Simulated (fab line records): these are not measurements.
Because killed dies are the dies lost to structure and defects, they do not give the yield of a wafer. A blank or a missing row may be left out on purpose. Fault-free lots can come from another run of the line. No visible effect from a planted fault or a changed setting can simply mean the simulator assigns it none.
8D (eight disciplines) problem report, filled in by code + flow rit cmos + the parts of the form that need people (team, actions taken, sign-off) are left out

## 1. THE ISSUE
PLDD_TW at RIT_PLDD_TW_MEAS_10 reads a mean of 30 on 3 wafers of 1 lot; wafers without a fault read 2347 with a standard deviation of 12. That is -99 or more standard deviations from the usual mean.
First observed at day 6 09:26: wafer L359.4, on film metro-01. At this step, 39 wafers from 13 lots have a number in the record. The rule behind "out" and "out of limits": a value lying over 4 standard deviations away from the usual mean. Any other wafer with a number is counted as sound.

## 2. WHAT IT IS, WHAT IT ISN'T
| question                    | is                     | is not                                                                 |
|-----------------------------|------------------------|------------------------------------------------------------------------|
| which readings at this step | PLDD_TW                | -                                                                      |
| which lots                  | L359                   | L342, L344, L346, L347, L348, L349, L350, L351, L352, L353, L354, L364 |
| which wafers of those lots  | all that have a number | -                                                                      |
| read on which gauges        | film metro-01          | film metro-02, film metro-04                                           |
| when                        | from day 6 09:26       | up to then (33 sound wafers); but 3 sound wafers of L364 came after    |

## 3. THE SUSPECTS, EACH WITH WHAT RULES IT OUT
Counting: a tool at a process step up to the reading stays a suspect if it ran every lot that is out and no sound lot after the first of them.
- ruled out: the gauge at RIT_PLDD_TW_MEAS_10. All the wafers that are out were read on film metro-01, but those of them that RIT_NLDD_STRIP_09 has rows for are out there too, on other tools.
- plasma asher-03 at RIT_NLDD_STRIP_09 (strips in O2, time 180 s): kept. It ran the lot that is out, L359 (day 6 07:29), and no sound lot after that; its last sound lot up to then is L352 (day 4 19:03). Its own run length s readings are out on those wafers.
The count leaves plasma asher-03 at RIT_NLDD_STRIP_09.

## 4. THE CAUSE (what the simulator had put in)
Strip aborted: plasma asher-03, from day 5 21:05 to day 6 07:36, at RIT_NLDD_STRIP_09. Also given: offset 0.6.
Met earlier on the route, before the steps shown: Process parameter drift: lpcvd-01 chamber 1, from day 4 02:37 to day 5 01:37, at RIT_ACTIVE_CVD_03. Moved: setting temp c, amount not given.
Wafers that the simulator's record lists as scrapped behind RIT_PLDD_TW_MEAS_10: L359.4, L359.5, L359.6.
This tool alone remained once counting was done.

## 5. THE EFFECT CHAIN, in route order
Each row: a reading where the mean over the struck wafers with a number is more than 3 standard deviations away from the usual. Scope: only readings with a usual standard deviation given in the record; hours: median across lots of the time from each lot's start at the first step in this table that gives one to its start at this step; sigmas: change in usual standard deviations.
| hours | step                | reading      | usual   | on struck wafers | change | sigmas      |
|-------|---------------------|--------------|---------|------------------|--------|-------------|
| 0     | RIT_NLDD_STRIP_09   | run length s | 208.2 s | 72.7             | -135.5 | -99 or more |
| 2     | RIT_PLDD_TW_MEAS_10 | PLDD_TW      | 2347    | 30               | -2317  | -99 or more |
It contains these process steps:
- RIT_NLDD_STRIP_09: strips in O2, time 180 s.

## 6. HOW IT WOULD HAVE BEEN CAUGHT EARLIER
The first out-of-limits reading at a measuring or inspecting step in this record came at day 6 09:26, 12 hours after the fault's start at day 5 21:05.
The tool's own readings at RIT_NLDD_STRIP_09 were out on every struck wafer that the step has a row for (run length s): an alarm limit on them would have fired on the first of those.
All the lots that are out (1) had begun RIT_NLDD_STRIP_09 on plasma asher-03 by day 6 09:26. Had the tool been put on hold then, not one of them would have been saved.
